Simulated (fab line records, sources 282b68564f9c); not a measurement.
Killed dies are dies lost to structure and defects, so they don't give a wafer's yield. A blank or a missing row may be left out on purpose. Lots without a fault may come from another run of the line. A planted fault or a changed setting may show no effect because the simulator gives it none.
Which tool did it? | flow rit_cmos | 13 lots, 39 wafers sampled, at 4 steps of a route of 202

WHAT THE GAUGES READ, wafer by wafer
RIT_GATE_OVL_MEAS_17. Usual: GATE_OVL 1.3 nm, standard deviation 1.4.
lot  | measured    | on         | GATE_OVL (nm) | flag
L165 | day 2 20:08 | overlay-01 | 1.4 2.6 1.5   |
L166 | day 3 07:29 | overlay-01 | 2.3 1.7 0.8   |
L167 | day 3 13:23 | overlay-01 | 3.1 3.4 2.5   |
L169 | day 3 22:26 | overlay-01 | 2.1 2.0 1.3   |
L170 | day 4 06:16 | overlay-02 | 0.5 -1.3 0.1  |
L171 | day 4 11:10 | overlay-02 | 2.2 3.6 0.7   |
L174 | day 4 21:38 | overlay-02 | 3.8 1.2 3.9   |
L176 | day 5 05:48 | overlay-01 | 1.7 1.1 2.4   |
L181 | day 6 06:20 | overlay-01 | 3.7 2.0 0.7   |
L182 | day 6 11:46 | overlay-01 | -0.4 -1.8 0.3 |
L183 | day 6 14:07 | overlay-02 | 1.7 2.4 1.2   |
L186 | day 7 04:20 | overlay-02 | 1.3 0.7 3.1   |
L187 | day 7 08:52 | overlay-01 | 1.9 1.1 1.7   |

RIT_NSD_TW_MEAS_10. Usual: NSD_TW 3114, standard deviation 29.
lot  | measured    | on            | NSD_TW         | flag
L165 | day 3 10:01 | film_metro-04 | 3135 3148 3130 |
L166 | day 3 20:15 | film_metro-04 | 3139 3152 3143 |
L167 | day 4 00:47 | film_metro-02 | 3104 3091 3079 |
L169 | day 4 10:09 | film_metro-02 | 3101 3078 3107 |
L170 | day 4 17:05 | film_metro-03 | 3104 3137 3108 |
L171 | day 4 23:02 | film_metro-02 | 3073 3089 3090 |
L174 | day 5 08:48 | film_metro-03 | 3102 3104 3083 |
L176 | day 5 17:22 | film_metro-04 | 3173 3155 3171 |
L181 | day 6 17:52 | film_metro-02 | 3101 3091 3083 |
L182 | day 6 22:43 | film_metro-04 | 3154 3157 3159 |
L183 | day 7 00:58 | film_metro-03 | 3121 3109 3120 |
L186 | day 7 15:20 | film_metro-03 | 3097 3098 3105 |
L187 | day 7 20:33 | film_metro-03 | 3096 3109 3110 |

WHICH TOOL RAN EACH LOT (tool, then ch and the chambers of the sampled wafers, then the start)
lot  | RIT_NRETRO_STRIP_09                 | RIT_GATE_CLEAN_01
L165 | plasma_asher-01 ch 0, day 2 12:57   | wet_bench-02 ch 0, day 2 14:53
L166 | plasma_asher-04 ch 0,1, day 2 18:10 | wet_bench-04 ch 3, day 2 20:08
L167 | plasma_asher-01 ch 0,1, day 3 02:17 | wet_bench-02 ch 1, day 3 04:02
L169 | plasma_asher-03 ch 0,1, day 3 13:21 | wet_bench-04 ch 1, day 3 15:10
L170 | plasma_asher-03 ch 1, day 3 20:05   | wet_bench-04 ch 2, day 3 22:01
L171 | plasma_asher-01 ch 0,1, day 4 01:11 | wet_bench-04 ch 3, day 4 03:08
L174 | plasma_asher-04 ch 0,1, day 4 12:08 | wet_bench-03 ch 1, day 4 14:01
L176 | plasma_asher-03 ch 0,1, day 4 20:05 | wet_bench-02 ch 3, day 4 22:02
L181 | plasma_asher-01 ch 0,1, day 5 20:14 | wet_bench-02 ch 3, day 5 22:10
L182 | plasma_asher-01 ch 0,1, day 6 02:25 | wet_bench-03 ch 1, day 6 04:22
L183 | plasma_asher-04 ch 1, day 6 07:34   | wet_bench-03 ch 1, day 6 09:29
L186 | plasma_asher-01 ch 0,1, day 6 21:46 | wet_bench-03 ch 2, day 6 23:42
L187 | plasma_asher-01 ch 0,1, day 7 01:01 | wet_bench-02 ch 0, day 7 02:54
- RIT_NRETRO_STRIP_09: strips in O2, time 180 s.
- RIT_GATE_CLEAN_01: cleans in SC1, time 600 s.

WHAT THE TOOLS THEMSELVES READ (means of the sampled wafers that have a number; where no wafer has one, the mark that the record gives instead)
RIT_NRETRO_STRIP_09. Usual: drypump_motor_current_A 5.86 A, standard deviation 0.19; o2_flow_sccm 4000 sccm, standard deviation 13.
lot  | tool            | drypump_motor_current_A (A) | o2_flow_sccm (sccm) | flag
L165 | plasma_asher-01 | 5.81                        | 3999                |
L166 | plasma_asher-04 | 6.18                        | 3985                |
L167 | plasma_asher-01 | 5.79                        | 3990                |
L169 | plasma_asher-03 | 5.68                        | 3995                |
L170 | plasma_asher-03 | 5.65                        | 4002                |
L171 | plasma_asher-01 | 5.79                        | 4006                |
L174 | plasma_asher-04 | 6.16                        | 3996                |
L176 | plasma_asher-03 | 5.68                        | 4001                |
L181 | plasma_asher-01 | 5.76                        | 4014                |
L182 | plasma_asher-01 | 5.79                        | 4001                |
L183 | plasma_asher-04 | 6.17                        | 4014                |
L186 | plasma_asher-01 | 5.79                        | 3994                |
L187 | plasma_asher-01 | 5.80                        | 3992                |

THE ANSWER, worked out from the rows above alone
Rule: a lot is off if the mean of its wafers that have a number lies more than 3 standard deviations from the usual mean. A lot without any number at a reading at which 4 lots or more have one is off too. The other lots that the step has rows for count as sound. The gauges are gone through in route order, then the tools' own readings, and for those a lot's mean is taken as printed above. The first step at which some lot is off is used, and at that step the reading that is off furthest; a lot without a number counts as furthest.
No lot is off at any reading shown: from this, nothing can be told.

WHAT THE SIMULATOR HAD PUT IN
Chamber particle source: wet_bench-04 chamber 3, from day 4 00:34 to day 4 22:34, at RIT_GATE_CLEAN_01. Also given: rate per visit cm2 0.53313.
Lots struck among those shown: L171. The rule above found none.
